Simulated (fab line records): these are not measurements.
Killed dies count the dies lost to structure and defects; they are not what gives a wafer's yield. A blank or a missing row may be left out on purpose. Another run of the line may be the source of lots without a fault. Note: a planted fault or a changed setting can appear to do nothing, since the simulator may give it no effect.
Comparing a struck lot with a sound one / flow berkeley cmos170 / 15 out of 331 route steps
Sound: wafers L762.1, L762.5, L762.6. Wafers struck: L773.1, L773.4, L773.6. Last of all comes the cause.
Per side, at each step with rows, come the tool, then ch with its chambers, and then its first start. Under that, the readings that differ: sound wafers / struck wafers / difference of the means / sigmas: that difference in standard deviations of wafers without a fault.
alike: readings with means less than 2 such deviations apart, plus words and numbers identical on both sides. not compared: withheld readings, readings lacking a value on some wafer, bounds such as >300 that could conceal the same value, and numbers that have no deviation in the record and whose values overlap.
The two part at a step that has a row with sigmas, a row that says differs or no value, or rows on one side only. Numbers that have no deviation but don't overlap get no sigmas and don't part them. A reading that every wafer of one side lacks parts them only if that side has two wafers or more.

first, 1 step without rows for these wafers: UCB170_PWELL_OXIDATION_02 (target thk 26.4 nm, ox time 1260 s).
UCB170_PWELL_THK_MEAS_03:
  sound on film metro-02 at day 3 05:08; struck on film metro-04 at day 5 15:19
  alike: PWELL_OXIDE_THK
then, 2 steps without rows for these wafers: UCB170_PWELL_ANNEAL_04 (time 900 s); UCB170_PWELL_CVD_05 (deposits Si3N4 from SiH2Cl2/NH3, target thk 220 nm, time 3300 s).
UCB170_PWELL_THK_MEAS_06:
  sound on film metro-02 at day 3 09:38; struck on film metro-01 at day 5 20:03
  alike: PWELL_NITRIDE_THK
then, 6 steps without rows for these wafers: UCB170_PWELL_HMDS_07 (prime time 60 s); UCB170_PWELL_COAT_08 (resist thk 900 nm); UCB170_PWELL_SOFTBAKE_09 (time 60 s); UCB170_PWELL_EXPOSE_10 (exposes mask PWELL, target cd 3000 nm); UCB170_PWELL_PEB_11; UCB170_PWELL_DEVELOP_12 (develop time 45 s).
UCB170_PWELL_OVL_MEAS_13:
  sound on overlay-02 at day 3 10:52; struck on overlay-01 at day 5 22:02
  alike: PWELL_OVL
UCB170_PWELL_ETCH_14: etches Si3N4 in CH3F/Ar/O2, stops on SiO2, target depth 242 nm, time 151 s.
  sound on rie diel-04 ch 0,1,3, day 3 10:54; struck on rie diel-03 ch 0,2, day 5 22:05
reading=over etch frac; sound=0.1 0.1 0.1; struck=0.16123 0.16123 0.16123; difference=+0.06123; sigmas=
reading=model.KrF_of_PWELL_COAT_08.thk nm (nm); sound=727.2 725.1 726.3; struck=724.2 719 717; difference=-6.1; sigmas=
reading=model.SiO2_of_PWELL_OXIDATION_02.thk nm (nm); sound=24.51 24.57 24.19; struck=22.7 22.13 22.59; difference=-2.0; sigmas=
  alike: drypump motor current A, mfc ar sccm, oes product au, throttle valve pct
  not compared: rf hours counter h
following that, these wafers have no rows for 1 step: UCB170_PWELL_IMPLANT_15.
-- the record jumps here: 5 days lie between the struck wafers' starts before and after (it left off in module PWELL and takes up again in module M3, whose first step shown is number 331 of the route) --
UCB170_M3_PROBE_99:
  rows exist in the record for the struck wafers here (prober-01, day 10 12:58), but not for the sound ones

== WHERE THEY PART ==
At UCB170_M3_PROBE_99 and nowhere else, as far as this record goes.

WHY: whatever the simulator had introduced
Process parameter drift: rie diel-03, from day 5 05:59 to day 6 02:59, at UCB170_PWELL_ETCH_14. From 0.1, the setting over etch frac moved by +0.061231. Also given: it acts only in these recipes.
